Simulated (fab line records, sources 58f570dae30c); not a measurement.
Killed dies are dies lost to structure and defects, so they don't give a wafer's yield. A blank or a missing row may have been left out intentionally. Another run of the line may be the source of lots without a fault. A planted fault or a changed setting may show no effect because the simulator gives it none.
fab line records | flow berkeleyCmos170
[record] lots = 15 | wafers = 45 | lastDay = 12
route steps=331 shown FIELD@90
lots untouched by any fault: they come from a run of this same line in which no faults occurred
startH: hours from the record's first day to the start of the lot's first wafer shown | waitH: hours elapsed since this lot's preceding step | " as in the row above | L1.1+2: several wafers, shown together as one row | - no value, or no start was given | * or withheld: withheld | < > ~ a bound
route shown NAME@n: a module of which the file shows steps, and the number in the route of the first | usual: average and standard deviation across the fault-free wafers | same: alike in all rows | chamber/n: place in a boat | sites: per-site readings | _std_site: the values' standard deviation | _edge_site: inner sites' mean taken away from outer sites' mean | radiusMm: for every site, how far away it sits from the centre of the wafer | mask NAME#n: copy n | behind: the last tool/chamber to shape the wafer | hold: the reason the lot was held/the length of the hold in hours/how it ended | device: names the non-switching transistor (n, p or np) | end of line: the same wafers' tests at the end of the route | a step given without rows: its recipe and nothing more | killed: the dies lost at the first sort to structure and to defects; this is not the yield of the wafer | map: the dies of a wafer, with x for killed, . for not killed, _ for no die there
set.NAME: setting as actually run; set.NAME@STEP: the setting as run at that earlier step | model.NAME: the simulator's own value behind a step, which no gauge read
the route's steps for a sample of lots (tables are steps, rows are wafers)
services: when a tool's chamber went out of use (startH, in hours from the record's first day, below 0 if earlier), for how many hours, and the reason
[[steps]]
[step UCB170_FIELD_OXIDATION_01]
[recipe] tempC = 1000 | ambient = H2O | pH2oTorr = 584.62 | targetThkA = 5583 | oxTimeS = 7200
[usual] spikeTcCentreC = 1002.2/1.1 | spikeTcLoadC = 1026.3/1.1 | spikeTcSourceC = 1023.5/2.5 | tubeCenterTempC = 1000/0.093 | tube_center_temp_C_max = 1002.6/0.45 | zonePowerCentrePct = 48/3.2
lot.wafer | tool       | chamber | startH | waitH | spikeTcCentreC | spikeTcLoadC | spikeTcSourceC | tubeCenterTempC | tube_center_temp_C_max | zonePowerCentrePct
L719.2    | furnace-01 | 0       | 78.61  | 3.1   | 1001.7         | 1026.0       | 1022.5         | 999.93          | 1002.8                 | 49
L719.4    | "          | 0       | "      | "     | 1001.8         | 1025.8       | 1021.8         | 1000            | 1002.9                 | 49
L719.5    | "          | 0       | "      | "     | 1002.7         | 1026.7       | 1020.0         | 1000.1          | 1002.6                 | 48
L720.4    | furnace-01 | 0       | 78.61  | 3.3   | 1004.0         | 1026.6       | 1021.8         | 999.95          | 1002.1                 | 48
L720.5    | "          | 0       | "      | "     | 1002.2         | 1025.7       | 1022.4         | 999.94          | 1002.7                 | 49
L720.6    | "          | 0       | "      | "     | 1000.9         | 1025.8       | 1022.8         | 1000            | 1002.9                 | 48
L721.1    | furnace-01 | 0       | 92.57  | 2.2   | 1001.7         | 1025.9       | 1021.5         | 1000.1          | 1002.4                 | 48
L721.2    | "          | 0       | "      | "     | 999.6          | 1026.0       | 1021.9         | 1000.1          | 1003.9                 | 48
L721.6    | "          | 0       | "      | "     | 1001.7         | 1025.8       | 1021.6         | 999.99          | 1002.9                 | 49
L722.1    | furnace-01 | 0       | 92.57  | 2.5   | 1001.8         | 1025.9       | 1019.4         | 999.83          | 1003.0                 | 48
L722.4    | "          | 0       | "      | "     | 1003.3         | 1027.1       | 1022.5         | 999.9           | 1002.5                 | 49
L722.6    | "          | 0       | "      | "     | 1002.4         | 1026.1       | 1023.1         | 1000            | 1003.2                 | 48
L723.2    | furnace-01 | 0       | 92.57  | 2.3   | 1002.0         | 1027.0       | 1021.6         | 999.9           | 1002.6                 | 48
L723.5    | "          | 0       | "      | "     | 1001.7         | 1026.0       | 1021.9         | 1000            | 1003.2                 | 48
L723.6    | "          | 0       | "      | "     | 1001.7         | 1028.0       | 1023.1         | 1000.1          | 1003.0                 | 48
L724.1    | furnace-02 | 0       | 103.50 | 2.9   | 1001.7         | 1025.6       | 1026.6         | 999.78          | 1002.4                 | 44
L724.2    | "          | 0       | "      | "     | 1002.1         | 1026.6       | 1026.0         | 999.99          | 1002.1                 | 45
L724.6    | "          | 0       | "      | "     | 1004.0         | 1023.8       | 1027.0         | 1000            | 1002.2                 | 45
L725.1    | furnace-02 | 0       | 114.68 | 3.1   | 1017.6         | 1042.2       | 1041.9         | 1014.7          | 1017.4                 | 46
L725.3    | "          | 0       | "      | "     | 1018.5         | 1040.9       | 1043.5         | 1014.7          | 1017.6                 | 46
L725.6    | "          | 0       | "      | "     | 1020.7         | 1041.2       | 1041.4         | 1014.8          | 1018.0                 | 46
L726.3    | furnace-02 | 0       | 114.68 | 2.5   | 1017.3         | 1040.3       | 1042.1         | 1014.9          | 1017.3                 | 46
L726.5    | "          | 0       | "      | "     | 1016.7         | 1040.7       | 1042.5         | 1014.9          | 1017.3                 | 46
L726.6    | "          | 0       | "      | "     | 1018.2         | 1040.2       | 1040.7         | 1014.8          | 1018.4                 | 46
L727.2    | furnace-02 | 0       | 119.03 | 1.6   | 1018.2         | 1041.2       | 1042.5         | 1014.6          | 1016.9                 | 46
L727.3    | "          | 0       | "      | "     | 1018.9         | 1040.3       | 1041.6         | 1014.9          | 1017.3                 | 47
L727.5    | "          | 0       | "      | "     | 1017.7         | 1040.8       | 1040.7         | 1014.8          | 1017.9                 | 46
L728.2    | furnace-01 | 0       | 128.22 | 6.1   | 1002.6         | 1027.4       | 1021.3         | 999.86          | 1002.7                 | 49
L728.3    | "          | 0       | "      | "     | 1002.2         | 1027.2       | 1022.2         | 1000            | 1002.4                 | 49
L728.6    | "          | 0       | "      | "     | 1001.3         | 1026.1       | 1022.1         | 1000.1          | 1002.6                 | 48
L733.1    | furnace-01 | 0       | 147.67 | 4.0   | 1002.0         | 1026.5       | 1021.4         | 1000.1          | 1002.3                 | 49
L733.4    | "          | 0       | "      | "     | 1000.8         | 1025.3       | 1020.8         | 1000.1          | 1002.2                 | 48
L733.6    | "          | 0       | "      | "     | 1000.8         | 1027.4       | 1022.5         | 1000            | 1002.7                 | 48
L739.1    | furnace-01 | 0       | 194.30 | 3.4   | 1001.1         | 1027.3       | 1021.9         | 999.9           | 1003.0                 | 49
L739.2    | "          | 0       | "      | "     | 1002.0         | 1026.6       | 1022.3         | 999.92          | 1003.1                 | 49
L739.5    | "          | 0       | "      | "     | 1000.6         | 1026.6       | 1023.2         | 999.94          | 1003.3                 | 48
L740.2    | furnace-01 | 0       | 198.55 | 2.1   | 1001.0         | 1028.0       | 1023.2         | 1000.1          | 1002.1                 | 48
L740.3    | "          | 0       | "      | "     | 1001.0         | 1027.0       | 1020.8         | 1000.1          | 1002.3                 | 48
L740.6    | "          | 0       | "      | "     | 1003.1         | 1026.6       | 1021.1         | 1000.2          | 1003.1                 | 48
L741.3    | furnace-01 | 0       | 198.55 | 2.1   | 999.9          | 1025.7       | 1021.6         | 999.91          | 1002.2                 | 48
L741.4    | "          | 0       | "      | "     | 1000.1         | 1026.8       | 1019.9         | 1000.1          | 1002.8                 | 48
L741.5    | "          | 0       | "      | "     | 1001.4         | 1027.3       | 1021.4         | 999.97          | 1002.8                 | 48
L742.1    | furnace-01 | 0       | 198.55 | 2.1   | 1001.5         | 1026.8       | 1019.5         | 1000            | 1003.0                 | 48
L742.3    | "          | 0       | "      | "     | 1002.1         | 1026.8       | 1022.0         | 999.94          | 1002.9                 | 48
L742.4    | "          | 0       | "      | "     | 1002.1         | 1024.2       | 1022.3         | 999.92          | 1002.4                 | 48
[step UCB170_FIELD_THK_MEAS_02]
[recipe] reads = SiO2_of_FIELD_OXIDATION_01
[usual] FIELD_OXIDE_THK = 561/11
lot.wafer | tool         | chamber | startH | waitH | FIELD_OXIDE_THK[nm]
L719.2    | filmMetro-03 | -       | 81.62  | 0.0   | 569
L719.4    | "            | -       | "      | "     | 565
L719.5    | "            | -       | "      | "     | 570
L720.4    | filmMetro-04 | -       | 81.64  | 0.0   | 571
L720.5    | "            | -       | "      | "     | 575
L720.6    | "            | -       | "      | "     | 584
L721.1    | filmMetro-03 | -       | 95.57  | 0.0   | 558
L721.2    | "            | -       | "      | "     | 563
L721.6    | "            | -       | "      | "     | 550
L722.1    | filmMetro-04 | -       | 95.57  | 0.0   | 567
L722.4    | "            | -       | "      | "     | 563
L722.6    | "            | -       | "      | "     | 561
L723.2    | filmMetro-02 | -       | 95.58  | 0.0   | 564
L723.5    | "            | -       | "      | "     | 581
L723.6    | "            | -       | "      | "     | 582
L724.1    | filmMetro-02 | -       | 106.50 | 0.0   | 560
L724.2    | "            | -       | "      | "     | 575
L724.6    | "            | -       | "      | "     | 565
L725.1    | filmMetro-02 | -       | 117.68 | 0.0   | 614
L725.3    | "            | -       | "      | "     | 623
L725.6    | "            | -       | "      | "     | 618
L726.3    | filmMetro-04 | -       | 117.70 | 0.0   | 621
L726.5    | "            | -       | "      | "     | 622
L726.6    | "            | -       | "      | "     | 620
L727.2    | filmMetro-02 | -       | 122.04 | 0.0   | 629
L727.3    | "            | -       | "      | "     | 637
L727.5    | "            | -       | "      | "     | 631
L728.2    | filmMetro-03 | -       | 131.23 | 0.0   | 546
L728.3    | "            | -       | "      | "     | 550
L728.6    | "            | -       | "      | "     | 561
L733.1    | filmMetro-03 | -       | 150.67 | 0.0   | 551
L733.4    | "            | -       | "      | "     | 549
L733.6    | "            | -       | "      | "     | 554
L739.1    | filmMetro-04 | -       | 197.30 | 0.0   | 558
L739.2    | "            | -       | "      | "     | 561
L739.5    | "            | -       | "      | "     | 552
L742.1    | filmMetro-04 | -       | 201.55 | 0.0   | 575
L742.3    | "            | -       | "      | "     | 556
L742.4    | "            | -       | "      | "     | 558
L741.3    | filmMetro-03 | -       | 201.57 | 0.0   | 557
L741.4    | "            | -       | "      | "     | 554
L741.5    | "            | -       | "      | "     | 562
L740.2    | filmMetro-02 | -       | 201.59 | 0.0   | 554
L740.3    | "            | -       | "      | "     | 542
L740.6    | "            | -       | "      | "     | 544
[step UCB170_FIELD_THK_MEAS_90]
[recipe] reads = SiO2_of_FIELD_OXIDATION_01
[usual] FIELD_OXIDE_LEFT_1_THK = 444/11
lot.wafer | tool         | chamber | startH | waitH | FIELD_OXIDE_LEFT_1_THK[nm]
L719.2    | filmMetro-03 | -       | 89.32  | 0.0   | 453
L719.4    | "            | -       | "      | "     | 450
L719.5    | "            | -       | "      | "     | 455
L720.4    | filmMetro-02 | -       | 89.34  | 0.0   | 455
L720.5    | "            | -       | "      | "     | 458
L720.6    | "            | -       | "      | "     | 467
L721.1    | filmMetro-02 | -       | 102.26 | 0.0   | 443
L721.2    | "            | -       | "      | "     | 449
L721.6    | "            | -       | "      | "     | 435
L722.1    | filmMetro-03 | -       | 102.26 | 0.0   | 451
L722.4    | "            | -       | "      | "     | 448
L722.6    | "            | -       | "      | "     | 445
L723.2    | filmMetro-04 | -       | 102.27 | 0.0   | 448
L723.5    | "            | -       | "      | "     | 465
L723.6    | "            | -       | "      | "     | 468
L724.1    | filmMetro-02 | -       | 114.40 | 0.0   | 447
L724.2    | "            | -       | "      | "     | 460
L724.6    | "            | -       | "      | "     | 451
L725.1    | filmMetro-04 | -       | 124.11 | 0.0   | 499
L725.3    | "            | -       | "      | "     | 507
L725.6    | "            | -       | "      | "     | 503
L726.3    | filmMetro-02 | -       | 124.13 | 0.0   | 505
L726.5    | "            | -       | "      | "     | 506
L726.6    | "            | -       | "      | "     | 504
L727.2    | filmMetro-02 | -       | 133.12 | 0.0   | 511
L727.3    | "            | -       | "      | "     | 518
L727.5    | "            | -       | "      | "     | 512
L728.2    | filmMetro-03 | -       | 139.56 | 0.0   | 429
L728.3    | "            | -       | "      | "     | 433
L728.6    | "            | -       | "      | "     | 444
L733.1    | filmMetro-03 | -       | 159.23 | 0.0   | 433
L733.4    | "            | -       | "      | "     | 431
L733.6    | "            | -       | "      | "     | 436
L739.1    | filmMetro-04 | -       | 206.46 | 0.0   | 441
L739.2    | "            | -       | "      | "     | 444
L739.5    | "            | -       | "      | "     | 436
L740.2    | filmMetro-03 | -       | 213.30 | 0.0   | 438
L740.3    | "            | -       | "      | "     | 426
L740.6    | "            | -       | "      | "     | 428
L742.1    | filmMetro-02 | -       | 213.30 | 0.0   | 459
L742.3    | "            | -       | "      | "     | 440
L742.4    | "            | -       | "      | "     | 442
L741.3    | filmMetro-04 | -       | 213.31 | 0.0   | 441
L741.4    | "            | -       | "      | "     | 437
L741.5    | "            | -       | "      | "     | 446
[step UCB170_FIELD_THK_MEAS_91]
[recipe] reads = SiO2_of_FIELD_OXIDATION_01
[usual] FIELD_OXIDE_LEFT_2_THK = 356/11
lot.wafer | tool         | chamber | startH | waitH | FIELD_OXIDE_LEFT_2_THK[nm]
L719.2    | filmMetro-03 | -       | 101.96 | 0.0   | 366
L719.4    | "            | -       | "      | "     | 363
L719.5    | "            | -       | "      | "     | 367
L720.4    | filmMetro-02 | -       | 101.98 | 0.0   | 366
L720.5    | "            | -       | "      | "     | 369
L720.6    | "            | -       | "      | "     | 378
L723.2    | filmMetro-03 | -       | 117.44 | 0.0   | 360
L723.5    | "            | -       | "      | "     | 377
L723.6    | "            | -       | "      | "     | 380
L721.1    | filmMetro-03 | -       | 117.66 | 0.0   | 355
L721.2    | "            | -       | "      | "     | 361
L721.6    | "            | -       | "      | "     | 347
L722.1    | filmMetro-03 | -       | 117.74 | 0.0   | 361
L722.4    | "            | -       | "      | "     | 358
L722.6    | "            | -       | "      | "     | 356
L724.1    | filmMetro-03 | -       | 136.25 | 0.0   | 359
L724.2    | "            | -       | "      | "     | 373
L724.6    | "            | -       | "      | "     | 363
L726.3    | filmMetro-02 | -       | 143.04 | 0.0   | 417
L726.5    | "            | -       | "      | "     | 418
L726.6    | "            | -       | "      | "     | 416
L725.1    | filmMetro-02 | -       | 143.29 | 0.0   | 410
L725.3    | "            | -       | "      | "     | 418
L725.6    | "            | -       | "      | "     | 414
L727.2    | filmMetro-02 | -       | 151.02 | 0.0   | 422
L727.3    | "            | -       | "      | "     | 430
L727.5    | "            | -       | "      | "     | 423
L728.2    | filmMetro-02 | -       | 158.45 | 0.0   | 342
L728.3    | "            | -       | "      | "     | 346
L728.6    | "            | -       | "      | "     | 356
L733.1    | filmMetro-02 | -       | 177.88 | 0.0   | 345
L733.4    | "            | -       | "      | "     | 342
L733.6    | "            | -       | "      | "     | 348
L739.1    | filmMetro-04 | -       | 221.45 | 0.0   | 353
L739.2    | "            | -       | "      | "     | 356
L739.5    | "            | -       | "      | "     | 348
L742.1    | filmMetro-04 | -       | 225.27 | 0.0   | 372
L742.3    | "            | -       | "      | "     | 353
L742.4    | "            | -       | "      | "     | 355
L740.2    | filmMetro-03 | -       | 225.35 | 0.0   | 348
L740.3    | "            | -       | "      | "     | 338
L740.6    | "            | -       | "      | "     | 340
L741.3    | filmMetro-04 | -       | 225.39 | 0.0   | 352
L741.4    | "            | -       | "      | "     | 349
L741.5    | "            | -       | "      | "     | 357
[[services]]
tool       | chamber | startH | hours | kind
furnace-01 | -       | 99.41  | 3.1   | pm
furnace-01 | -       | 120.56 | 3.6   | pm
furnace-01 | -       | 124.19 | 4.0   | pm
furnace-02 | -       | 170.95 | 4.0   | pm
[[key]]
[firstSign] step = UCB170_FIELD_OXIDATION_01 | reading = tubeCenterTempC | direction = up | sigmas = 99+ | usual = * | struck = *
[effect] step = UCB170_FIELD_OXIDATION_01 | reading = tube_center_temp_C_max | direction = up | sigmas = 33 | usual = * | struck = *
[effect] step = UCB170_FIELD_THK_MEAS_02 | reading = FIELD_OXIDE_THK | direction = up | sigmas = 6 | usual = 561 | struck = 624
[effect] step = UCB170_FIELD_THK_MEAS_90 | reading = FIELD_OXIDE_LEFT_1_THK | direction = up | sigmas = 5.8 | usual = 444 | struck = 507
[effect] step = UCB170_FIELD_THK_MEAS_91 | reading = FIELD_OXIDE_LEFT_2_THK | direction = up | sigmas = 5.7 | usual = 356 | struck = 419
metAt UCB170_FIELD_OXIDATION_01
struckLots L725,L726,L727
testerLeftOut L725,L726,L727
[fault] kind = processParameterDrift | tool = furnace-02 | chamber = - | onsetH = 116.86 | steps = UCB170_FIELD_OXIDATION_01 | channel = tempC | offset = * | shape = step | endH = 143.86 | actsIn = * | stated = *
// testerLeftOut: of these lots the tester's yield and bins aren't shown, on N5 and GAA mostly nor the transistor test; their killed dies are dies lost to structure and defects alone, not to doping, threshold or leakage, so they don't give the yield
